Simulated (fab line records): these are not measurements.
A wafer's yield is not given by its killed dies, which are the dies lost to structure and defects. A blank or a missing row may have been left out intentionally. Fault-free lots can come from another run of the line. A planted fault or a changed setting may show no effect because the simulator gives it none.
Split-lot trial | flow rit cmos | 5 lots, 23 wafers read, on a route of 202 steps

## ABOUT THE SPLIT
At RIT_SPACER_CVD_03 (deposits Si3N4 from SiH2Cl2/NH3, target thk 250 nm, time 3300 s), the setting temp c was moved away from the recipe's 810 C on 20 of the 23 wafers read, by -2.1% to +2.4%. The other wafers ran this setting at the recipe's value.

## BETWEEN THE SPLIT AND THE READING: the file shows 1 step in between
- RIT_SPACER_THK_MEAS_04

## THE READING
oes product au, in a.u., at RIT_SPACER_ETCHBACK_05 (etches Si3N4 in SF6/CHF3, stops on SiO2, target depth 250 nm, time 240 s). A value of 0.845 a.u. with a standard deviation of 0.017 a.u. is what fault-free wafers of this fab line usually give.

wafer  | tool, chamber at the split | temp c as run, C | against the recipe | oes product au, a.u. | against lot-mates on the recipe
L080.1 | -, -                       | 829.3            | +2.4%              | 0.984                | no lot-mate on the recipe
L080.2 | -, -                       | 829.3            | +2.4%              | 0.988                | no lot-mate on the recipe
L080.3 | -, -                       | 829.3            | +2.4%              | 0.983                | no lot-mate on the recipe
L080.4 | -, -                       | 829.3            | +2.4%              | 1.002                | no lot-mate on the recipe
L080.6 | -, -                       | 829.3            | +2.4%              | 0.991                | no lot-mate on the recipe
L081.1 | -, -                       | 792.7            | -2.1%              | 0.667                | no lot-mate on the recipe
L081.2 | -, -                       | 792.7            | -2.1%              | 0.701                | no lot-mate on the recipe
L081.3 | -, -                       | 792.7            | -2.1%              | 0.677                | no lot-mate on the recipe
L081.4 | -, -                       | 792.7            | -2.1%              | 0.699                | no lot-mate on the recipe
L081.5 | -, -                       | 792.7            | -2.1%              | 0.674                | no lot-mate on the recipe
L083.1 | -, -                       | 817.5            | +0.9%              | 0.958                | no lot-mate on the recipe
L083.2 | -, -                       | 817.5            | +0.9%              | 0.998                | no lot-mate on the recipe
L083.4 | -, -                       | 817.5            | +0.9%              | 0.924                | no lot-mate on the recipe
L083.5 | -, -                       | 817.5            | +0.9%              | 0.963                | no lot-mate on the recipe
L083.6 | -, -                       | 817.5            | +0.9%              | 0.992                | no lot-mate on the recipe
L084.3 | lpcvd-01, 1                | 810              | recipe             | 0.868                | -
L084.4 | lpcvd-01, 1                | 810              | recipe             | 0.828                | -
L084.6 | lpcvd-01, 1                | 810              | recipe             | 0.832                | -
L085.2 | -, -                       | 793.4            | -2.0%              | 0.689                | no lot-mate on the recipe
L085.3 | -, -                       | 793.4            | -2.0%              | 0.687                | no lot-mate on the recipe
L085.4 | -, -                       | 793.4            | -2.0%              | 0.680                | no lot-mate on the recipe
L085.5 | -, -                       | 793.4            | -2.0%              | 0.679                | no lot-mate on the recipe
L085.6 | -, -                       | 793.4            | -2.0%              | 0.686                | no lot-mate on the recipe

FIT RESULTS
A straight line over all 23 wafers: oes product au changes by +0.0741 a.u. for each +1% of temp c; r = +0.97; the points scatter about the line by 0.035 a.u.
Too few moved wafers with a lot-mate on the recipe to fit a line net of each lot's own level.

## THE WHOLE CHAIN: every reading that the file lists as answering this split, in the file's order
step                   | what it does                                                             | reading                                                                        | change (the file's fit)                  | r (the file's)
RIT_SPACER_CVD_03      | deposits Si3N4 from SiH2Cl2/NH3, target thk 250 nm, time 3300 s          | Si3N4_of_SPACER_CVD_03.thk nm (the simulator's own value, which no gauge read) | +36.2 nm for each +1% of the setting     | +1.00
RIT_SPACER_THK_MEAS_04 |                                                                          | SPACER_NITRIDE_THK                                                             | +36.2 for each +1% of the setting        | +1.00
RIT_SPACER_ETCHBACK_05 | etches Si3N4 in SF6/CHF3, stops on SiO2, target depth 250 nm, time 240 s | oes product au                                                                 | +0.0741 a.u. for each +1% of the setting | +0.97
RIT_SPACER_ETCHBACK_05 | etches Si3N4 in SF6/CHF3, stops on SiO2, target depth 250 nm, time 240 s | etch.depth nm (the simulator's own value, which no gauge read)                 | +28.2 nm for each +1% of the setting     | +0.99
RIT_SPACER_ETCHBACK_05 | etches Si3N4 in SF6/CHF3, stops on SiO2, target depth 250 nm, time 240 s | Si3N4_of_SPACER_CVD_03.thk nm (the simulator's own value, which no gauge read) | +29 nm for each +1% of the setting       | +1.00

## THE FILE'S OWN FIT
oes product au changes by +0.0741 a.u. for each +1% of temp c, r = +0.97.
